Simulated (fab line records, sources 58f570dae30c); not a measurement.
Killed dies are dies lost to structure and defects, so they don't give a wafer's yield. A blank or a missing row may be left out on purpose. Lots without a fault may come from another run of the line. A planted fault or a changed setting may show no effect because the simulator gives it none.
Which tool did it? | flow berkeley_cmos170 | 8 lots, 24 wafers sampled, at 3 steps of a route of 331

WHAT THE GAUGES READ, wafer by wafer
UCB170_M2_CD_MEAS_15: target cd 700 nm.
lot  | measured     | on        | cd_nm (nm)
L298 | day 9 11:16  | cd_sem-02 | 699.5 699.3 700.7
L300 | day 10 04:37 | cd_sem-01 | 701.6 701.5 701.6
L302 | day 10 11:04 | cd_sem-01 | 701.0 700.2 698.1
L309 | day 11 07:42 | cd_sem-02 | 700.0 700.4 700.9
L308 | day 11 10:02 | cd_sem-02 | 698.9 699.0 697.5
L312 | day 12 10:56 | cd_sem-01 | 703.0 702.3 703.7
L314 | day 12 16:54 | cd_sem-01 | 700.6 698.3 699.2
L317 | day 13 23:32 | cd_sem-01 | 701.6 701.5 701.3

WHICH TOOL RAN EACH LOT (tool, then ch and the chambers of the sampled wafers, then the start)
lot  | UCB170_CONTACT_STRIP_19              | UCB170_V1_CMP_02
L298 | plasma_asher-01 ch 1, day 9 03:22    | cmp-01 ch 1,2, day 9 06:56
L300 | plasma_asher-03 ch 0, day 9 19:41    | cmp-02 ch 0,1,2, day 9 23:24
L302 | plasma_asher-03 ch 0,1, day 9 23:13  | cmp-01 ch 0,3, day 10 04:14
L309 | plasma_asher-01 ch 0,1, day 10 23:12 | cmp-02 ch 0,2,3, day 11 03:38
L308 | plasma_asher-03 ch 0,1, day 11 01:08 | cmp-02 ch 0,3, day 11 05:01
L312 | plasma_asher-03 ch 0,1, day 12 02:29 | cmp-02 ch 1,2,3, day 12 06:13
L314 | plasma_asher-03 ch 0,1, day 12 05:23 | cmp-02 ch 0,1,3, day 12 10:07
L317 | plasma_asher-03 ch 0,1, day 13 09:29 | cmp-01 ch 1,2,3, day 13 14:38
- UCB170_CONTACT_STRIP_19: strips in O2.
- UCB170_V1_CMP_02: polishes SiO2.

THE ANSWER, worked out from the rows above alone
Rule: what is usual is taken from the lots themselves. Put in order of their means at a reading, lots are off if they are a third of the lots or fewer, leave a main group of 4 or more, and stand apart from it by a gap of 3 or more times the standard deviation of the main group's means; of several such gaps the widest counts. A main group whose means are all the same, to the digits that the tables above print for the reading, isn't used. A lot without any number at a reading at which 4 lots or more have one is off too. The other lots that the step has rows for count as sound.
No lot is off at any reading shown: from this, nothing can be told.

WHAT THE SIMULATOR HAD PUT IN
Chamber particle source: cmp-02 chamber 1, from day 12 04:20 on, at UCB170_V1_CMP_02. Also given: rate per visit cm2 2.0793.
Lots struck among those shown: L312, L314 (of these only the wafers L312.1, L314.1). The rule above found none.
